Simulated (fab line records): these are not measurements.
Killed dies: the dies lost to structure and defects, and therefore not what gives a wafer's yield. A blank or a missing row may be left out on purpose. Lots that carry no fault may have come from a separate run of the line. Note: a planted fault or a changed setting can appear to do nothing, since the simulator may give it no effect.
fab line records ; flow berkeley-cmos170
record: lots: 6; wafers: 18; last-day: 12
route steps=331 shown PWELL@36
lots with no fault: from the same line, run without faults
start-h: the number of hours between the record's first day and the start of the first shown wafer of the lot ; wait-h: hours since the lot's step before ; " identical to the entry in the row above ; L1.1+2: several wafers, shown together as one row ; - no value present, or no start provided ; * or withheld: withheld ; < > ~ a bound
route shown NAME@n: a module of which the file shows steps, and the number in the route of the first ; usual: the fault-free wafers' mean and standard deviation ; same: alike in all rows ; chamber/n: place in a boat ; sites: each site's reading ; _std_site: how widely they spread, as a standard deviation ; _edge_site: the outer-site mean with the inner-site mean subtracted ; radius-mm: for every site, how far away it sits from the centre of the wafer ; mask NAME#n: copy n ; behind: the last tool/chamber to shape the wafer ; hold: what put the lot on hold/how long, in hours/how the hold closed ; device: which transistor (n, p or np) failed to switch ; end of line: tests of these same wafers at the route's end ; a step given without rows: its recipe and nothing more ; killed: not the wafer's yield, but the dies lost to structure and defects at the first sort ; map: the dies of a wafer, with x for killed, . for not killed, _ for no die there
set.NAME: the setting the step ran with; set.NAME@STEP: the setting that earlier step ran with ; model.NAME: the simulator's own value behind a step, which no gauge read
lots seen at some steps along the route; tables by step, rows by wafer
services: a tool's chamber out of use, with start hour (start-h, from the record's first day; less than 0 if before it), hours out, and reason
== steps ==
step: UCB170_PWELL_OXIDATION_02
recipe: temp-c: 1000; ambient: O2; target-thk-a: 264; ox-time-s: 1260
step: UCB170_PWELL_THK_MEAS_03
recipe: reads: SiO2_of_PWELL_OXIDATION_02
usual: PWELL_OXIDE_THK: 26.4/0.47
lot.wafer;tool;chamber;start-h;wait-h;PWELL_OXIDE_THK[nm]
L137.1;film-metro-03;-;62.12;0.0;26.7
L137.2;film-metro-03;-;62.12;0.0;26.4
L137.6;film-metro-03;-;62.12;0.0;26.4
L143.3;film-metro-01;-;86.44;0.0;27.1
L143.4;film-metro-01;-;86.44;0.0;27.7
L143.6;film-metro-01;-;86.44;0.0;27.3
L147.1;film-metro-01;-;106.15;0.0;26.6
L147.2;film-metro-01;-;106.15;0.0;26.7
L147.6;film-metro-01;-;106.15;0.0;26.6
L148.3;film-metro-04;-;116.00;0.0;26.1
L148.5;film-metro-04;-;116.00;0.0;26.0
L148.6;film-metro-04;-;116.00;0.0;26.0
L153.3;film-metro-01;-;138.67;0.0;25.9
L153.4;film-metro-01;-;138.67;0.0;26.2
L153.5;film-metro-01;-;138.67;0.0;25.8
L156.4;film-metro-04;-;149.33;0.1;26.3
L156.5;film-metro-04;-;149.33;0.1;26.9
L156.6;film-metro-04;-;149.33;0.1;26.5
step: UCB170_PWELL_ANNEAL_04
recipe: temp-c: 1000; time-s: 900; ambient: N2
step: UCB170_PWELL_CVD_05
recipe: material: Si3N4; target-thk-nm: 220; temp-c: 800; precursor: SiH2Cl2/NH3; time-s: 3300; pressure-mtorr: 200; sih2cl2-flow-sccm: 25; nh3-flow-sccm: 75
step: UCB170_PWELL_THK_MEAS_06
recipe: reads: Si3N4_of_PWELL_CVD_05
usual: PWELL_NITRIDE_THK: 219.5/2
lot.wafer;tool;chamber;start-h;wait-h;PWELL_NITRIDE_THK[nm]
L137.1;film-metro-01;-;67.00;0.0;223.0
L137.2;film-metro-01;-;67.00;0.0;223.2
L137.6;film-metro-01;-;67.00;0.0;222.5
L143.3;film-metro-01;-;91.97;0.0;216.9
L143.4;film-metro-01;-;91.97;0.0;218.4
L143.6;film-metro-01;-;91.97;0.0;219.1
L147.1;film-metro-03;-;113.32;0.0;220.5
L147.2;film-metro-03;-;113.32;0.0;220.9
L147.6;film-metro-03;-;113.32;0.0;220.6
L148.3;film-metro-03;-;125.55;0.0;220.1
L148.5;film-metro-03;-;125.55;0.0;220.5
L148.6;film-metro-03;-;125.55;0.0;220.9
L153.3;film-metro-04;-;143.22;0.0;218.5
L153.4;film-metro-04;-;143.22;0.0;216.7
L153.5;film-metro-04;-;143.22;0.0;219.3
L156.4;film-metro-04;-;154.13;0.0;214.5
L156.5;film-metro-04;-;154.13;0.0;215.7
L156.6;film-metro-04;-;154.13;0.0;217.1
step: UCB170_PWELL_HMDS_07
recipe: prime-time-s: 60; prime-temp-c: 100
step: UCB170_PWELL_COAT_08
recipe: resist: KrF; spin-rpm: 1500; resist-thk-nm: 900
step: UCB170_PWELL_SOFTBAKE_09
recipe: resist: KrF; temp-c: 130; time-s: 60
step: UCB170_PWELL_EXPOSE_10
recipe: mask-id: PWELL; target-cd-nm: 3000; na: 0.5; sigma-outer: 0.6; source-shape: conventional; dose-mj: 19
step: UCB170_PWELL_PEB_11
recipe: peb-temp-c: 130; peb-time-s: withheld; resist: KrF
step: UCB170_PWELL_DEVELOP_12
recipe: developer: TMAH; develop-time-s: 45; resist: KrF; dev-temp-c: 21
step: UCB170_PWELL_OVL_MEAS_13
usual: PWELL_OVL: 1/5
lot.wafer;tool;chamber;start-h;wait-h;PWELL_OVL[nm]
L137.1;overlay-01;-;68.93;-;-2
L137.2;overlay-01;-;68.93;-;-3
L137.6;overlay-01;-;68.93;-;-11
L143.3;overlay-02;-;94.31;-;2
L143.4;overlay-02;-;94.31;-;-6
L143.6;overlay-02;-;94.31;-;-6
L147.1;overlay-01;-;115.24;-;1
L147.2;overlay-01;-;115.24;-;4
L147.6;overlay-01;-;115.24;-;5
L148.3;overlay-01;-;127.81;-;-4
L148.5;overlay-01;-;127.81;-;2
L148.6;overlay-01;-;127.81;-;3
L153.3;overlay-01;-;144.12;-;-5
L153.4;overlay-01;-;144.12;-;-10
L153.5;overlay-01;-;144.12;-;0
L156.4;overlay-02;-;155.25;-;-4
L156.5;overlay-02;-;155.25;-;0
L156.6;overlay-02;-;155.25;-;0
step: UCB170_PWELL_ETCH_14
recipe: chemistry: CH3F/Ar/O2; target: Si3N4; stop-on: SiO2; CH3F_flow_sccm: 20; Ar_flow_sccm: 50; O2_flow_sccm: 7; pressure-mtorr: 50; rf-w: 450; target-depth-a: 2420; over-etch-frac: 0.1; time-s: 151
usual: O2_flow_sccm: 6.999/0.019; drypump-motor-current-A: 5.7/0.55; oes-product-au: 0.930/0.015; throttle-valve-pct: 8.04/0.077
lot.wafer;tool;chamber;start-h;wait-h;O2_flow_sccm;drypump-motor-current-A;oes-product-au;rf-hours-counter-h;throttle-valve-pct;model.KrF_of_PWELL_COAT_08.thk-nm;model.etch.depth-nm
L137.1;rie-diel-04;1;68.97;0.0;7.007;5.4;0.940;5;8.03;717.4;223
L137.2;rie-diel-04;3;68.97;0.0;7.027;6.2;0.925;142;8.14;723.3;223.3
L137.6;rie-diel-04;1;68.97;0.0;7.010;5.4;0.937;-;8.03;724.1;222.5
L143.3;rie-diel-01;3;94.33;0.0;7.026;5.3;0.943;128;7.97;723.6;216.9
L143.4;rie-diel-01;2;94.33;0.0;7.048;5.6;0.917;15;8.16;726.6;218.4
L143.6;rie-diel-01;1;94.33;0.0;7.006;5.5;0.937;-;7.96;722.4;218.9
L147.1;rie-diel-01;0;115.28;0.0;6.969;6.5;0.868;17;8.03;759.6;189.8
L147.2;rie-diel-01;1;115.28;0.0;6.998;5.5;0.952;123;7.96;727.4;220.8
L147.6;rie-diel-01;0;115.28;0.0;7.009;6.5;0.871;-;8.04;762.8;187.3
L148.3;rie-diel-01;0;127.83;0.0;7.023;6.5;0.868;17;8.05;765.1;189.2
L148.5;rie-diel-01;3;127.83;0.0;7.012;5.3;0.953;-;7.95;728.4;220.5
L148.6;rie-diel-01;0;127.83;0.0;7.013;6.5;0.871;-;8.04;758.7;191
L153.3;rie-diel-02;3;144.14;0.0;6.980;6.0;0.910;59;8.08;725.7;218.4
L153.4;rie-diel-02;1;144.14;0.0;7.032;5.8;0.941;19;8.04;719.6;216.8
L153.5;rie-diel-02;2;144.14;0.0;6.974;4.9;0.947;-;7.90;721.6;219.2
L156.4;rie-diel-02;1;155.32;0.1;7.026;5.8;0.930;-;8.04;717.7;214.6
L156.5;rie-diel-02;3;155.32;0.1;6.976;6.0;0.904;-;8.07;729.8;215.6
L156.6;rie-diel-02;0;155.32;0.1;7.007;4.8;0.907;-;8.06;721.5;217.1
step: UCB170_PWELL_IMPLANT_15
recipe: species: B; dose-cm2: 5e+12; energy-kev: 60; tilt-deg: 7
step: UCB170_PWELL_STRIP_16
recipe: chemistry: O2; power-w: 400; pressure-mtorr: 3500; platen-temp-c: withheld; o2-flow-sccm: 400; overash-fraction: 0.5
usual: drypump-motor-current-A: 5.9/0.46; oes-product-au: 0.721/0.0043; strip-time-to-endpoint-s: 18.09/0.085
lot.wafer;tool;chamber;start-h;wait-h;drypump-motor-current-A;oes-product-au;rf-hours-counter-h;strip-time-to-endpoint-s
L137.1;plasma-asher-03;1;69.22;0.1;5.7;0.722;34;17.92
L137.2;plasma-asher-03;0;69.22;0.1;6.0;0.717;34;18.05
L137.6;plasma-asher-03;0;69.22;0.1;6.1;0.713;-;18.07
L143.3;plasma-asher-01;1;94.64;0.1;5.6;0.726;-;18.07
L143.4;plasma-asher-01;0;94.64;0.1;6.5;0.720;-;18.14
L143.6;plasma-asher-01;1;94.64;0.1;5.6;0.710;-;18.03
L147.1;plasma-asher-03;0;115.53;0.1;6.1;0.724;42;18.93
L147.2;plasma-asher-03;1;115.53;0.1;5.7;0.709;42;18.14
L147.6;plasma-asher-03;0;115.53;0.1;6.1;0.723;-;18.99
L148.3;plasma-asher-03;1;128.12;0.1;5.7;0.724;-;19.05
L148.5;plasma-asher-03;1;128.12;0.1;5.7;0.722;-;18.17
L148.6;plasma-asher-03;0;128.12;0.1;6.0;0.724;-;18.91
L153.3;plasma-asher-03;0;144.43;0.1;6.0;0.726;-;18.11
L153.4;plasma-asher-03;1;144.43;0.1;5.7;0.723;-;17.96
L153.5;plasma-asher-03;0;144.43;0.1;6.1;0.720;-;18.03
L156.4;plasma-asher-04;0;155.55;0.1;5.9;0.717;-;17.92
L156.5;plasma-asher-04;0;155.55;0.1;5.9;0.730;-;18.21
L156.6;plasma-asher-04;1;155.55;0.1;4.8;0.722;-;18.02
step: UCB170_PWELL_TW_MEAS_17
usual: PWELL_TW: 378.7/2.2
lot.wafer;tool;chamber;start-h;wait-h;PWELL_TW
L137.1;film-metro-04;-;69.32;0.1;377.7
L137.2;film-metro-04;-;69.32;0.1;374.6
L137.6;film-metro-04;-;69.32;0.1;375.6
L143.3;film-metro-03;-;94.73;0.1;382.6
L143.4;film-metro-03;-;94.73;0.1;380.5
L143.6;film-metro-03;-;94.73;0.1;379.5
L147.1;film-metro-03;-;115.63;0.1;377.1
L147.2;film-metro-03;-;115.63;0.1;379.3
L147.6;film-metro-03;-;115.63;0.1;377.3
L148.3;film-metro-04;-;128.20;0.1;376.4
L148.5;film-metro-04;-;128.20;0.1;375.3
L148.6;film-metro-04;-;128.20;0.1;376.1
L153.3;film-metro-04;-;144.51;0.1;376.0
L153.4;film-metro-04;-;144.51;0.1;376.1
L153.5;film-metro-04;-;144.51;0.1;377.2
L156.4;film-metro-01;-;155.65;0.1;380.0
L156.5;film-metro-01;-;155.65;0.1;381.6
L156.6;film-metro-01;-;155.65;0.1;376.1
== services ==
tool;chamber;start-h;hours;kind
rie-diel-04;3;61.53;5.7;repair
rie-diel-02;1;63.60;3.9;repair
rie-diel-04;0;68.37;3.1;repair
plasma-asher-04;-;84.29;2.8;pm
plasma-asher-04;-;87.04;29.1;pm
plasma-asher-01;-;108.75;9.0;pm
plasma-asher-01;0;108.75;9.0;vent-cycle
plasma-asher-01;1;108.75;9.0;vent-cycle
rie-diel-02;3;110.03;13.7;repair
plasma-asher-01;0;117.75;-;clean
plasma-asher-01;1;117.75;-;clean
plasma-asher-04;-;131.65;1.8;repair
rie-diel-02;2;150.33;22.4;repair
== key ==
first-sign: step: UCB170_PWELL_ETCH_14; reading: oes-product-au; direction: down; sigmas: 4; usual: 0.930; struck: 0.869
effect: step: UCB170_PWELL_STRIP_16; reading: strip-time-to-endpoint-s; direction: up; sigmas: 10; usual: *; struck: *
model-effect: step: UCB170_PWELL_ETCH_14; value: KrF_of_PWELL_COAT_08.thk-nm; without: 729.8; struck: 761.5
met-at UCB170_PWELL_ETCH_14
struck-wafers L147.1,L147.6,L148.3,L148.6
later-rows-left-out L147.1,L147.6,L148.3,L148.6
sort-left-out L147.1,L147.6,L148.3,L148.6
tester-left-out L147,L148
fault: kind: process-parameter-drift; tool: rie-diel-01; chamber: 0; onset-h: 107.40; steps: UCB170_PWELL_ETCH_14; channel: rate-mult; offset: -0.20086; shape: step; end-h: 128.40
tester-left-out: of these lots the tester's yield and bins aren't shown, on N5 and GAA mostly nor the transistor test; their killed dies are dies lost to structure and defects alone, not to doping, threshold or leakage, so they don't give the yield
sort-left-out: the simulated sort isn't trusted on such a fault, so these wafers' sort isn't shown, and their yield isn't known
later-rows-left-out: the simulator's readings of these wafers behind a module that went badly wrong aren't trusted and aren't shown, but for the sort
